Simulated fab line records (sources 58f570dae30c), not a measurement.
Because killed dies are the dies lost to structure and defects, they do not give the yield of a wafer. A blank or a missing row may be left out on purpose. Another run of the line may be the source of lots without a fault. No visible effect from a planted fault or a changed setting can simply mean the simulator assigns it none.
Which of the tools did it? + flow berkeley_cmos170 + Sampling: 7 lots, 21 wafers, 3 of 331 route steps

== WHAT EACH GAUGE READ, for each wafer ==
UCB170_SDANNEAL_RS_MEAS_05: measures by four-point-probe.
| lot  | measured     | on            | NLDD_RS (ohm/sq)  |
|------|--------------|---------------|-------------------|
| L710 | day 7 00:55  | film_metro-02 | 616.5 616.5 617.2 |
| L715 | day 8 11:01  | film_metro-02 | 616.9 615.8 615.9 |
| L717 | day 8 19:25  | film_metro-03 | 615.4 616.1 613.1 |
| L720 | day 9 11:38  | film_metro-03 | 619.2 617.4 617.3 |
| L724 | day 9 23:05  | film_metro-04 | 656.8 657.0 655.2 |
| L726 | day 10 12:44 | film_metro-03 | 653.1 653.5 652.3 |
| L732 | day 11 10:41 | film_metro-04 | 618.3 617.5 617.4 |

== WHICH TOOL RAN EACH LOT (tool, then ch and the chambers of the sampled wafers, then the start) ==
| lot  | UCB170_PWELL_ETCH_14              | UCB170_NLDD_IMPLANT_08          |
|------|-----------------------------------|---------------------------------|
| L710 | rie_diel-01 ch 2,3, day 3 05:14   | implanter-04 ch 0, day 6 12:22  |
| L715 | rie_diel-01 ch 1,2,3, day 4 13:08 | implanter-01 ch 0, day 8 01:50  |
| L717 | rie_diel-03 ch 0,1,2, day 4 20:14 | implanter-04 ch 0, day 8 08:58  |
| L720 | rie_diel-03 ch 1,2, day 5 09:25   | implanter-02 ch 0, day 9 00:06  |
| L724 | rie_diel-03 ch 1,2,3, day 6 02:11 | implanter-02 ch 0, day 9 09:25  |
| L726 | rie_diel-03 ch 0,2,3, day 6 18:46 | implanter-02 ch 0, day 10 02:31 |
| L732 | rie_diel-02 ch 1,3, day 7 19:48   | implanter-04 ch 0, day 10 22:49 |
- UCB170_PWELL_ETCH_14: etches Si3N4 in CH3F/Ar/O2, stops on SiO2, target depth 242 nm, time 151 s.
- UCB170_NLDD_IMPLANT_08

== THE ANSWER, worked out from the rows above alone ==
Rule: the lots themselves supply what counts as usual. Put in order of their means at a reading, lots are off if they are a third of the lots or fewer, leave a main group of 4 or more, and stand apart from it by a gap of 3 or more times the standard deviation of the main group's means; of several such gaps the widest counts. Not used: any main group whose means are identical at the precision the tables above print for the reading. A lot without any number at a reading at which 4 lots or more have one is off too. The other lots that the step has rows for count as sound.
Off: at UCB170_SDANNEAL_RS_MEAS_05 (NLDD_RS), L724, L726. The main group: mean 616.7 ohm/sq, standard deviation 1.1.
A tool fits if, at a process step before that reading, it ran every lot that is off, and no sound lot after the first of them. Those tools and the gauges at UCB170_SDANNEAL_RS_MEAS_05 are tried in the same way. Undecided on this evidence; 2 tools fit (rie_diel-03 at UCB170_PWELL_ETCH_14, implanter-02 at UCB170_NLDD_IMPLANT_08).

== WHAT HAD BEEN PUT IN BY THE SIMULATOR ==
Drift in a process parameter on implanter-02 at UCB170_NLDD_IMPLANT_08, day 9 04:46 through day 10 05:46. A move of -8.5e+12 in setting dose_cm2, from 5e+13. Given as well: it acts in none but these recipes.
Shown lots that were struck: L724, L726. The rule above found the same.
